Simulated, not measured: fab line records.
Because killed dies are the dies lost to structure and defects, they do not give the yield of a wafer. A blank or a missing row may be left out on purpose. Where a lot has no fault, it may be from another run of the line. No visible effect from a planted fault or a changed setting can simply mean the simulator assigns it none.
Problem report, 8D (eight disciplines) form, completed by code | flow berkeley cmos170 | the parts of the form that need people (team, actions taken, sign-off) are left out

== 1. WHAT IS WRONG ==
Across 12 wafers from 4 lots, ACTIVE_OVL at UCB170_ACTIVE_OVL_MEAS_14 averages -128 nm, while fault-free wafers read -1 nm with a standard deviation of 5. That puts it -26 standard deviations away from the usual mean.
First seen on wafer L219.1, day 8 00:01, on overlay-01. At this step, 48 wafers from 16 lots have a number in the record. Rule for "out", or "out of limits": more than 4 standard deviations from the usual mean. All remaining wafers that have a number are taken as sound.

== 2. WHAT IT IS; WHAT IT IS NOT ==
question                    | is                     | is not
which readings at this step | ACTIVE_OVL             | -
which lots                  | L219, L220, L222, L226 | L205, L207, L208, L210, L211, L214, L216, L217, L218, L223, L225, L228
which wafers of those lots  | all that have a number | -
read on which gauges        | overlay-01, overlay-02 | -
when                        | from day 8 00:01       | up to then (27 sound wafers); but 9 sound wafers of L223, L225, L228 came after

== 3. SUSPECTS, AND WHAT RULES EACH OUT ==
Counting: a tool stays on the suspect list if, at a process step up to the reading, it processed all lots that are out and no sound lot following the first of them.
- the gauge at UCB170_ACTIVE_OVL_MEAS_14: ruled out. Those wafers that are out were read across 2 gauges (overlay-01, overlay-02).
- krf scanner-01 at UCB170_ACTIVE_EXPOSE_10 (exposes mask ACTIVE, target cd 1200 nm): kept. It ran every lot that is out, first L219 (day 7 23:31), and no sound lot after that; its last sound lot up to then is L217 (day 7 14:38).
The count leaves krf scanner-01 at UCB170_ACTIVE_EXPOSE_10.

== 4. THE CAUSE (what the simulator had put in) ==
Scanner matching overlay: krf scanner-01, from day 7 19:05 on, at UCB170_ACTIVE_EXPOSE_10. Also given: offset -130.
Counting left only this tool.

== 5. THE EFFECT CHAIN, in route order ==
Each row: a reading whose mean over the struck wafers that have a number lies more than 3 standard deviations from the usual. Only readings for which the record gives a usual standard deviation are gone through. hours: the time from each lot's start at the first step in this table that gives one to its start at this step, as a median over the lots. sigmas: the change in usual standard deviations.
hours | step                      | reading    | usual | on struck wafers | change | sigmas
0     | UCB170_ACTIVE_OVL_MEAS_14 | ACTIVE_OVL | -1 nm | -128             | -128   | -26
Later steps that measure or inspect, where all struck wafers having a row at the step show a number for every such reading and not one has moved that far: UCB170_V2_THK_MEAS_01, UCB170_M3_CD_MEAS_90.

== 6. HOW IT WOULD HAVE BEEN CAUGHT EARLIER ==
5 hours passed between the start of the fault at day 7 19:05 and the first reading out of limits at a measuring or inspecting step in this record, taken at day 8 00:01.
Among the 4 lots that are out, L220, L222, L226 began UCB170_ACTIVE_EXPOSE_10 on krf scanner-01 after day 8 00:01. A hold on the tool at that time would have spared those 3.
